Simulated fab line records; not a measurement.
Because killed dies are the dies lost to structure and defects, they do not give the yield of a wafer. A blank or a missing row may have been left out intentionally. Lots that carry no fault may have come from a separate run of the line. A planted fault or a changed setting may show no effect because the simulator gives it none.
fab line records    flow berkeley-cmos170
record lots=14  wafers=42  last-day=12
route steps=331 shown NWELL@18 PSD@184 M1@251 M2@273
lots untouched by any fault: they come from a run of this same line in which no faults occurred
start-h: hours from the record's first day to the start of the lot's first wafer shown    wait-h: hours elapsed since this lot's preceding step    " unchanged from the row above    L1.1+2: one row covering several wafers at once    - either no value or no given start    * or withheld: withheld    < > ~ a bound
route shown NAME@n: a module of which the file shows steps, and the number in the route of the first    usual: mean/standard deviation taken from wafers without a fault    same: alike in all rows    chamber/n: place in a boat    sites: per-site readings    _std_site: standard deviation of those values    _edge_site: the outer-site mean with the inner-site mean subtracted    radius-mm: how far each site lies from the wafer's centre    mask NAME#n: copy n    behind: the most recent tool/chamber to have shaped the wafer    hold: why the lot went on hold/how many hours it stayed there/how the hold came to an end    device: which transistor (n, p or np) failed to switch    end of line: the same wafers' tests at the end of the route    a step given without rows: its recipe and nothing more    killed: count of dies lost to structure and defects at first sort (not the wafer's yield)    map: shows each die of a wafer: x if killed, . if not, _ if none is there
set.NAME: the setting the step ran with; set.NAME@STEP: the setting that earlier step ran with    model.NAME: the simulator's own value behind a step, which no gauge read
route steps across a sampled set of lots; one table per step, one row per wafer
services: the hour from which a tool's chamber was out of use, counted from the record's first day as start-h (under 0 if before that day), plus the number of hours and why
## steps
# step UCB170_NWELL_CVD_04
# recipe material=Si3N4  target-thk-nm=224  temp-c=800  precursor=SiH2Cl2/NH3  time-s=3360  pressure-mtorr=200  sih2cl2-flow-sccm=25  nh3-flow-sccm=75
# usual pressure-mtorr=200.0/0.4  sih2cl2-flow-sccm=25.03/0.075  spike-tc-source-C=824.2/3
lot.wafer  tool      chamber  start-h  wait-h  pressure-mtorr  sih2cl2-flow-sccm  spike-tc-source-C
L627.2     lpcvd-01  1        31.75    0.8     199.3           25.01              827.9
L627.5     "         1        "        "       199.4           24.99              828.5
L627.6     "         1        "        "       199.7           25.05              827.5
L629.3     lpcvd-01  0        38.41    0.3     200.1           24.97              821.0
L629.4     "         0        "        "       200.0           25.05              822.2
L629.6     "         0        "        "       199.8           24.90              820.6
L630.2     lpcvd-02  1        45.67    0.0     199.4           24.93              822.7
L630.3     "         1        "        "       199.5           25.03              822.6
L630.4     "         1        "        "       199.6           24.97              825.8
L631.1     lpcvd-01  0        48.89    0.0     200.4           25.05              821.2
L631.3     "         0        "        "       200.2           25.08              821.9
L631.5     "         0        "        "       200.1           25.09              818.9
L632.2     lpcvd-01  0        48.89    0.0     200.2           24.90              821.0
L632.3     "         0        "        "       199.8           25.05              820.5
L632.5     "         0        "        "       199.9           25.06              821.4
L633.3     lpcvd-02  0        57.30    0.0     200.2           24.83              821.7
L633.5     "         0        "        "       200.6           24.94              822.0
L633.6     "         0        "        "       200.2           24.91              823.1
L635.2     lpcvd-01  0        65.26    1.3     199.8           25.12              820.8
L635.4     "         0        "        "       200.0           25.05              821.9
L635.6     "         0        "        "       199.7           25.13              819.1
L637.2     lpcvd-02  0        78.44    0.0     200.3           25.00              823.7
L637.4     "         0        "        "       200.0           24.83              821.9
L637.5     "         0        "        "       200.6           24.96              824.1
L638.4     lpcvd-02  0        83.27    0.7     199.9           25.02              823.5
L638.5     "         0        "        "       200.1           25.05              825.1
L638.6     "         0        "        "       199.9           25.14              825.2
L640.1     lpcvd-01  1        99.24    0.0     200.0           25.09              828.9
L640.4     "         1        "        "       200.0           25.12              828.9
L640.5     "         1        "        "       200.3           25.09              828.3
L642.1     lpcvd-02  1        108.81   0.1     160.0           25.07              823.0
L642.3     "         1        "        "       160.0           24.93              827.1
L642.5     "         1        "        "       160.2           25.09              825.2
L643.2     lpcvd-02  1        108.81   0.1     160.2           25.01              823.7
L643.5     "         1        "        "       159.9           25.00              825.7
L643.6     "         1        "        "       160.1           25.02              825.6
L645.1     lpcvd-01  1        115.44   0.0     199.8           25.04              829.9
L645.5     "         1        "        "       199.5           25.08              829.1
L645.6     "         1        "        "       199.8           25.05              828.1
L648.2     lpcvd-01  0        137.29   0.0     200.1           24.95              820.7
L648.4     "         0        "        "       200.2           24.94              821.8
L648.5     "         0        "        "       199.8           24.96              821.2
# step UCB170_NWELL_THK_MEAS_05
# recipe reads=Si3N4_of_NWELL_CVD_04
# usual NWELL_NITRIDE_THK=223.5/2.2
lot.wafer  tool           chamber  start-h  wait-h  hold                      NWELL_NITRIDE_THK[nm]
L627.2     film-metro-03  -        33.69    0.0     -                         223.6
L627.5     "              -        "        "       -                         224.1
L627.6     "              -        "        "       -                         222.9
L629.3     film-metro-04  -        40.36    0.0     -                         225.9
L629.4     "              -        "        "       -                         225.2
L629.6     "              -        "        "       -                         225.6
L630.2     film-metro-03  -        47.61    0.0     -                         221.0
L630.3     "              -        "        "       -                         221.2
L630.4     "              -        "        "       -                         223.3
L631.1     film-metro-02  -        50.82    0.0     -                         225.0
L631.3     "              -        "        "       -                         224.2
L631.5     "              -        "        "       -                         224.5
L632.2     film-metro-04  -        50.83    0.0     -                         224.0
L632.3     "              -        "        "       -                         223.7
L632.5     "              -        "        "       -                         223.8
L633.3     film-metro-02  -        59.26    0.0     -                         220.4
L633.5     "              -        "        "       -                         221.4
L633.6     "              -        "        "       -                         221.8
L635.2     film-metro-04  -        67.21    0.0     -                         226.2
L635.4     "              -        "        "       -                         227.2
L635.6     "              -        "        "       -                         226.2
L637.2     film-metro-03  -        80.38    0.0     -                         223.9
L637.4     "              -        "        "       -                         223.8
L637.5     "              -        "        "       -                         224.8
L638.4     film-metro-03  -        85.24    0.0     -                         224.9
L638.5     "              -        "        "       -                         224.2
L638.6     "              -        "        "       -                         223.2
L640.1     film-metro-04  -        101.17   0.0     -                         223.4
L640.4     "              -        "        "       -                         222.5
L640.5     "              -        "        "       -                         221.0
L642.1     film-metro-02  -        110.75   0.0     await-dispo/0.2h/release  209.2
L642.3     "              -        "        "       await-dispo/0.2h/release  206.0
L642.5     "              -        "        "       await-dispo/0.2h/release  206.4
L642.1     film-metro-02  -        111.05   0.3     -                         209.3
L642.3     "              -        "        "       -                         206.2
L642.5     "              -        "        "       -                         206.4
L643.2     film-metro-03  -        110.76   0.0     await-dispo/0.2h/release  208.4
L643.5     "              -        "        "       await-dispo/0.2h/release  206.7
L643.6     "              -        "        "       await-dispo/0.2h/release  208.1
L643.2     film-metro-03  -        110.98   0.2     -                         208.3
L643.5     "              -        "        "       -                         206.7
L643.6     "              -        "        "       -                         208.2
L645.1     film-metro-04  -        117.37   0.0     -                         226.6
L645.5     "              -        "        "       -                         225.9
L645.6     "              -        "        "       -                         225.6
L648.2     film-metro-03  -        139.23   0.0     -                         226.7
L648.4     "              -        "        "       -                         226.5
L648.5     "              -        "        "       -                         228.1
# step UCB170_PSD_STRIP_09
# recipe chemistry=O2  power-w=400  pressure-mtorr=3500  platen-temp-c=withheld  o2-flow-sccm=400  overash-fraction=0.5
# usual drypump-motor-current-A=5.93/0.27  oes-product-au=0.601/0.0043  strip-time-to-endpoint-s=29.35/0.065
lot.wafer  tool             chamber  start-h  wait-h  drypump-motor-current-A  oes-product-au  rf-hours-counter-h  strip-time-to-endpoint-s
L627.2     plasma-asher-03  0        146.09   0.1     5.49                     0.602           33                  29.50
L627.5     "                1        "        "       6.04                     0.596           -                   29.37
L627.6     "                0        "        "       5.47                     0.595           -                   29.34
L629.3     plasma-asher-01  0        146.24   0.1     6.04                     0.604           -                   29.32
L629.4     "                1        "        "       6.23                     0.604           -                   29.38
L629.6     "                0        "        "       6.00                     0.598           -                   29.32
L631.1     plasma-asher-01  0        157.42   0.1     6.00                     0.599           46                  29.28
L631.3     "                0        "        "       6.01                     0.610           -                   29.33
L631.5     "                0        "        "       6.01                     0.604           -                   29.37
L630.2     plasma-asher-02  1        157.69   0.1     5.62                     0.596           2                   29.35
L630.3     "                0        "        "       5.98                     0.598           -                   29.42
L630.4     "                1        "        "       5.61                     0.602           -                   29.39
L632.2     plasma-asher-01  1        157.70   0.1     6.25                     0.603           46                  29.23
L632.3     "                1        "        "       6.25                     0.596           -                   29.29
L632.5     "                1        "        "       6.25                     0.601           -                   29.35
L633.3     plasma-asher-01  1        171.20   0.1     6.23                     0.601           -                   29.28
L633.5     "                1        "        "       6.26                     0.599           -                   29.28
L633.6     "                0        "        "       6.00                     0.595           -                   29.27
L635.2     plasma-asher-01  1        187.51   0.1     6.22                     0.611           49                  29.30
L635.4     "                0        "        "       6.02                     0.602           -                   29.33
L635.6     "                1        "        "       6.23                     0.604           -                   29.32
L638.4     plasma-asher-02  1        198.28   0.1     5.60                     0.596           -                   29.40
L638.5     "                1        "        "       5.60                     0.590           -                   29.42
L638.6     "                0        "        "       6.00                     0.598           -                   29.41
L637.2     plasma-asher-03  1        198.36   0.1     6.06                     0.596           38                  29.45
L637.4     "                0        "        "       5.49                     0.601           -                   29.42
L637.5     "                0        "        "       5.49                     0.599           -                   29.40
L640.1     plasma-asher-01  0        212.75   0.1     6.02                     0.593           52                  29.22
L640.4     "                1        "        "       6.23                     0.608           -                   29.33
L640.5     "                0        "        "       6.02                     0.601           -                   29.28
L642.1     plasma-asher-02  1        218.01   0.1     5.59                     0.601           9                   29.24
L642.3     "                1        "        "       5.61                     0.606           -                   29.43
L642.5     "                0        "        "       6.01                     0.599           -                   29.37
L643.2     plasma-asher-03  1        218.25   0.1     6.01                     0.604           41                  29.44
L643.5     "                1        "        "       6.05                     0.599           -                   29.41
L643.6     "                0        "        "       5.48                     0.598           -                   29.40
L645.1     plasma-asher-01  0        223.15   0.1     6.02                     0.598           53                  29.41
L645.5     "                0        "        "       6.03                     0.604           -                   29.47
L645.6     "                1        "        "       6.25                     0.594           -                   29.36
L648.2     plasma-asher-02  1        253.93   0.1     5.59                     0.598           13                  29.31
L648.4     "                0        "        "       5.98                     0.597           -                   29.36
L648.5     "                0        "        "       6.00                     0.608           -                   29.36
# step UCB170_M1_STRIP_13
# recipe chemistry=O2  power-w=400  pressure-mtorr=3500  platen-temp-c=withheld  o2-flow-sccm=400  overash-fraction=0.5
# usual drypump-motor-current-A=5.89/0.26  oes-product-au=0.721/0.004
lot.wafer  tool             chamber  start-h  wait-h  drypump-motor-current-A  oes-product-au  rf-hours-counter-h
L627.2     plasma-asher-02  0        156.77   0.1     5.99                     0.726           2
L627.5     "                1        "        "       5.60                     0.719           -
L627.6     "                0        "        "       6.00                     0.729           -
L629.3     plasma-asher-02  1        158.42   0.1     5.62                     0.719           -
L629.4     "                0        "        "       6.01                     0.720           -
L629.6     "                0        "        "       5.98                     0.725           -
L632.2     plasma-asher-03  0        171.46   0.1     5.51                     0.718           35
L632.3     "                0        "        "       5.48                     0.717           -
L632.5     "                1        "        "       6.05                     0.716           -
L630.2     plasma-asher-02  1        171.88   0.1     5.61                     0.723           4
L630.3     "                0        "        "       5.99                     0.724           -
L630.4     "                1        "        "       5.60                     0.730           -
L631.1     plasma-asher-02  1        172.77   0.2     5.60                     0.719           4
L631.3     "                1        "        "       5.61                     0.721           -
L631.5     "                1        "        "       5.62                     0.713           -
L633.3     plasma-asher-03  1        185.74   0.1     6.06                     0.716           -
L633.5     "                1        "        "       5.98                     0.724           -
L633.6     "                0        "        "       5.46                     0.722           -
L635.2     plasma-asher-03  0        203.54   0.1     5.51                     0.725           39
L635.4     "                1        "        "       6.06                     0.726           -
L635.6     "                0        "        "       5.53                     0.718           -
L637.2     plasma-asher-03  0        213.22   0.1     5.46                     0.721           40
L637.4     "                0        "        "       5.49                     0.718           -
L637.5     "                0        "        "       5.48                     0.722           -
L638.4     plasma-asher-02  1        213.54   0.1     5.64                     0.725           -
L638.5     "                1        "        "       5.63                     0.722           -
L638.6     "                0        "        "       6.00                     0.719           -
L640.1     plasma-asher-02  1        223.58   0.1     5.61                     0.727           10
L640.4     "                1        "        "       5.62                     0.726           -
L640.5     "                0        "        "       5.99                     0.720           -
L642.1     plasma-asher-03  1        229.38   0.1     5.99                     0.725           42
L642.3     "                1        "        "       6.03                     0.716           -
L642.5     "                1        "        "       6.02                     0.722           -
L643.2     plasma-asher-02  0        230.34   0.1     6.00                     0.720           11
L643.5     "                0        "        "       5.99                     0.719           -
L643.6     "                1        "        "       5.61                     0.717           -
L645.1     plasma-asher-01  0        233.23   0.1     6.00                     0.725           55
L645.5     "                0        "        "       6.01                     0.723           -
L645.6     "                1        "        "       6.23                     0.717           -
L648.2     plasma-asher-03  1        269.59   0.1     6.01                     0.724           46
L648.4     "                0        "        "       5.48                     0.712           -
L648.5     "                0        "        "       5.48                     0.726           -
# step UCB170_M2_RS_MEAS_02
# recipe thk-meas-gauge=four-point-probe  reads=Al_of_M2_SPUTTER_01
# usual M2_AL_RS=0.0320/0.00034
lot.wafer  tool           chamber  start-h  wait-h  M2_AL_RS[ohm/sq]
L627.2     film-metro-03  -        166.11   0.1     0.0322
L627.5     "              -        "        "       0.0322
L627.6     "              -        "        "       0.0321
L629.3     film-metro-04  -        167.24   0.1     0.0323
L629.4     "              -        "        "       0.0325
L629.6     "              -        "        "       0.0325
L632.2     film-metro-01  -        177.95   0.1     0.0324
L632.3     "              -        "        "       0.0321
L632.5     "              -        "        "       0.0322
L630.2     film-metro-03  -        178.19   0.1     0.0322
L630.3     "              -        "        "       0.0322
L630.4     "              -        "        "       0.0322
L631.1     film-metro-01  -        178.41   0.0     0.0320
L631.3     "              -        "        "       0.0321
L631.5     "              -        "        "       0.0321
L633.3     film-metro-04  -        194.24   0.1     0.0315
L633.5     "              -        "        "       0.0319
L633.6     "              -        "        "       0.0317
L635.2     film-metro-01  -        210.26   0.1     0.0326
L635.4     "              -        "        "       0.0325
L635.6     "              -        "        "       0.0325
L638.4     film-metro-01  -        220.61   0.1     0.0322
L638.5     "              -        "        "       0.0321
L638.6     "              -        "        "       0.0321
L637.2     film-metro-03  -        220.76   0.1     0.0323
L637.4     "              -        "        "       0.0325
L637.5     "              -        "        "       0.0325
L640.1     film-metro-03  -        233.88   0.0     0.0320
L640.4     "              -        "        "       0.0319
L640.5     "              -        "        "       0.0319
L642.1     film-metro-01  -        234.00   0.0     0.0321
L642.3     "              -        "        "       0.0320
L642.5     "              -        "        "       0.0322
L643.2     film-metro-03  -        240.50   0.1     0.0316
L643.5     "              -        "        "       0.0314
L643.6     "              -        "        "       0.0315
L645.1     film-metro-04  -        240.68   0.0     0.0324
L645.5     "              -        "        "       0.0325
L645.6     "              -        "        "       0.0324
L648.2     film-metro-03  -        275.99   0.1     0.0315
L648.4     "              -        "        "       0.0316
L648.5     "              -        "        "       0.0313
## services
tool             chamber  start-h  hours  kind
plasma-asher-02  -        13.02    5.0    repair
plasma-asher-03  -        54.55    15.6   pm
plasma-asher-01  -        85.07    2.0    repair
plasma-asher-02  -        108.75   9.0    pm
plasma-asher-02  0        108.75   9.0    vent-cycle
plasma-asher-02  1        108.75   9.0    vent-cycle
plasma-asher-02  0        117.75   -      clean
plasma-asher-02  1        117.75   -      clean
plasma-asher-02  -        122.85   15.6   pm
plasma-asher-03  -        187.87   1.6    repair
plasma-asher-03  -        194.65   2.0    repair
plasma-asher-02  -        241.74   2.8    pm
lpcvd-02         -        263.11   2.8    pm
## key
first-sign step=UCB170_NWELL_CVD_04  reading=pressure-mtorr  direction=down  sigmas=99+  usual=200.0  struck=160.1
effect step=UCB170_NWELL_THK_MEAS_05  reading=visit  direction=added
effect step=UCB170_NWELL_THK_MEAS_05  reading=NWELL_NITRIDE_THK  direction=down  sigmas=7.2  usual=223.5  struck=207.5
met-at UCB170_NWELL_CVD_04
struck-lots L642,L643
struck-wafers L642.1,L642.3,L642.5,L643.2,L643.5,L643.6
tester-left-out L642,L643
not-acting-at UCB170_PSD_STRIP_09,UCB170_M1_STRIP_13,UCB170_M2_RS_MEAS_02
onset-between 45.67 108.81
fault kind=process-parameter-drift  tool=lpcvd-02  chamber=1  onset-h=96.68  steps=UCB170_NWELL_CVD_04  channel=pressure-mtorr  offset=-40  shape=step  end-h=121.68  acts-in=these-recipes-only  stated=200
# tester-left-out: of these lots the tester's yield and bins aren't shown, on N5 and GAA mostly nor the transistor test; their killed dies are dies lost to structure and defects alone, not to doping, threshold or leakage, so they don't give the yield
